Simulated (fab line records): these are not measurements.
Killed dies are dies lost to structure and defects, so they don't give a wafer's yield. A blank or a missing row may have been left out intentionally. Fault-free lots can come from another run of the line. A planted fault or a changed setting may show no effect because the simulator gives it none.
A struck lot beside a sound one / flow berkeley cmos170 / 15 out of 331 route steps
Sound: the wafers L319.2, L319.4, L319.6. Wafers L325.3, L325.5, L325.6 were the ones struck. At the end, the cause is stated.
Order at every step that has rows: each side's tool, ch and its chambers, its first start. Under that, the readings that differ: sound wafers / struck wafers / difference of the means / sigmas: that difference in standard deviations of wafers without a fault.
alike: readings whose means differ by less than 2 such deviations, and words and numbers that are the same on both sides. not compared: withheld readings, readings that some wafer has no value for, bounds like >300 that may hide the same value, and numbers for which the record gives no deviation and whose values overlap.
A row with sigmas, a row that says differs or no value, or rows on one side alone: a step with any of these is where the two part. Non-overlapping numbers with no deviation appear without sigmas and do not part them. A reading missing from all wafers of one side parts the sides only when that side holds two or more wafers.

UCB170_SDANNEAL_RS_MEAS_03: uses a four-point probe to measure.
  sound on film metro-02, day 8 13:21; struck on film metro-02, day 9 15:29
  alike: NSD_RS
UCB170_SDANNEAL_RS_MEAS_04: uses a four-point probe to measure.
  sound on film metro-02, day 8 13:28; struck on film metro-02, day 9 15:36
  alike: PLDD_RS
UCB170_SDANNEAL_RS_MEAS_05: uses a four-point probe to measure.
  sound on film metro-02, day 8 13:35; struck on film metro-02, day 9 15:43
reading=NLDD_RS (ohm/sq); sound=613.1 614.3 613.0; struck=617.0 618.8 617.3; difference=+4.2; sigmas=+3
then, 1 step without rows for these wafers: UCB170_SILICIDE_PRE_CLEAN_00 (preclean etch time 60 s).
UCB170_SILICIDE_SPUTTER_01: material Ti, target thk 30 nm, time 25 s.
  sound on pvd sputter-04, day 8 13:45; struck on pvd sputter-01, day 9 15:52
  alike: throttle valve pct
UCB170_SILICIDE_RS_MEAS_02: uses a four-point probe to measure.
  sound on film metro-04, day 8 13:51; struck on film metro-01, day 9 15:56
  alike: SILICIDE_TI_RS
UCB170_SILICIDE_THK_MEAS_03: measures by xrf.
  sound on film metro-04, day 8 13:58; struck on film metro-01, day 9 16:02
  alike: SILICIDE_TI_THK
UCB170_SILICIDE_RTA_04: time 15 s.
  sound on rtp anneal-01 ch 0, day 8 14:01; struck on rtp anneal-02 ch 0, day 9 16:06
reading=lamp power pct (%); sound=11.06 11.04 11.04; struck=10.93 10.92 10.94; difference=-0.12; sigmas=-2
  alike: chamber o2 ppm, wafer_temp_C_max
then, 3 steps without rows for these wafers: UCB170_SILICIDE_WET_ETCH_05 (etches Ti in SPM, time 45 s); UCB170_CONTACT_CLEAN_00 (cleans in SPM, time 600 s); UCB170_CONTACT_CVD_01 (deposits PSG from SiH4/O2/PH3, target thk 700 nm, time 2820 s).
UCB170_CONTACT_THK_MEAS_02:
  sound on film metro-02, day 8 17:07; struck on film metro-02, day 9 19:45
  alike: CONTACT_PSG_THK
UCB170_CONTACT_HMDS_03: prime time 60 s.
  sound on litho track-03 ch 0, day 8 17:11; struck on litho track-03 ch 0, day 9 19:50
reading=prime temp c (C); sound=100.14 100.02 99.98; struck=97.57 97.44 97.43; difference=-2.57; sigmas=-20
  alike: resist line temp C
then, 2 steps without rows for these wafers: UCB170_CONTACT_COAT_04 (resist thk 900 nm); UCB170_M3_PROBE_99.

WHERE THEY PART
At UCB170_SDANNEAL_RS_MEAS_05 first; at UCB170_CONTACT_HMDS_03 last (within this record only).

WHY: what the simulator had put in
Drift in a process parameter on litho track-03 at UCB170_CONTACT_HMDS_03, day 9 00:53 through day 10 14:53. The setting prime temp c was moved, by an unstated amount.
